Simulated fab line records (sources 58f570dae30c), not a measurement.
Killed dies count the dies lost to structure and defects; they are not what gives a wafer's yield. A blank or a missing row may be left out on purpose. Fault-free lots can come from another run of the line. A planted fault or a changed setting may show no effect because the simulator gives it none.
Matching of chambers / flow berkeley_cmos170 / UCB170_V1_CMP_02 on cmp-02: 4 sister chambers
The step polishes SiO2. 8 wafers are shown with their chamber, then 11 later ones without.

## WAFERS, EACH WITH ITS CHAMBER
wafer=L109.5; chamber=2; motor_current_A (A)=16.9; slurry_flow_ml_min=150.3
wafer=L108.6; chamber=1; motor_current_A (A)=16.9; slurry_flow_ml_min=150.7
wafer=L112.4; chamber=2; motor_current_A (A)=16.8; slurry_flow_ml_min=150.2
wafer=L114.2; chamber=1; motor_current_A (A)=16.3; slurry_flow_ml_min=149.9
wafer=L113.2; chamber=3; motor_current_A (A)=12.3; slurry_flow_ml_min=150.3
wafer=L113.4; chamber=0; motor_current_A (A)=14.0; slurry_flow_ml_min=149.5
wafer=L113.5; chamber=0; motor_current_A (A)=14.3; slurry_flow_ml_min=150.5
wafer=L117.1; chamber=3; motor_current_A (A)=13.3; slurry_flow_ml_min=150.3

## WAFERS MISSING THEIR CHAMBER
wafer=L117.3; motor_current_A (A)=17.5; slurry_flow_ml_min=149.5
wafer=L117.5; motor_current_A (A)=13.9; slurry_flow_ml_min=150.2
wafer=L119.1; motor_current_A (A)=17.5; slurry_flow_ml_min=150.1
wafer=L119.2; motor_current_A (A)=17.0; slurry_flow_ml_min=150.6
wafer=L119.4; motor_current_A (A)=13.3; slurry_flow_ml_min=150.7
wafer=L123.1; motor_current_A (A)=13.3; slurry_flow_ml_min=150.4
wafer=L123.4; motor_current_A (A)=13.1; slurry_flow_ml_min=149.7
wafer=L123.5; motor_current_A (A)=16.6; slurry_flow_ml_min=149.5
wafer=L124.1; motor_current_A (A)=12.8; slurry_flow_ml_min=149.8
wafer=L124.4; motor_current_A (A)=13.5; slurry_flow_ml_min=149.7
wafer=L124.6; motor_current_A (A)=16.6; slurry_flow_ml_min=151.1

## CHAMBER TAKEN BY EACH
wafer=L117.3; from the rows above=can't be placed: 2 or 1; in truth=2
wafer=L117.5; from the rows above=can't be placed: 0 or 3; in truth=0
wafer=L119.1; from the rows above=can't be placed: 2 or 1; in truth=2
wafer=L119.2; from the rows above=can't be placed: 2 or 1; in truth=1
wafer=L119.4; from the rows above=can't be placed: 3 or 0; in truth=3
wafer=L123.1; from the rows above=can't be placed: 3 or 0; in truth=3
wafer=L123.4; from the rows above=can't be placed: 3 or 0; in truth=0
wafer=L123.5; from the rows above=can't be placed: 2 or 1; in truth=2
wafer=L124.1; from the rows above=3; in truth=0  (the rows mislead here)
wafer=L124.4; from the rows above=can't be placed: 0 or 3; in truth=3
wafer=L124.6; from the rows above=can't be placed: 1 or 2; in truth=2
Correctly placed: 0 of 11. These rows do not allow placing 10 (true chamber among the candidates in 10). Number placed wrongly: 1.
How it was worked out, from the rows above alone: a wafer's distance from a chamber is the root of the sum, over the readings, of the square of ((its reading less the chamber's mean) divided by the reading's scatter). The wafer belongs to the nearest chamber; if the next one is less than 2 further off, it can't be placed. A chamber's mean is the mean of its shown wafers. The scatter: take each reading less its chamber's mean, square it, sum over the shown wafers, divide by the number of wafers less the number of chambers, and take the root.
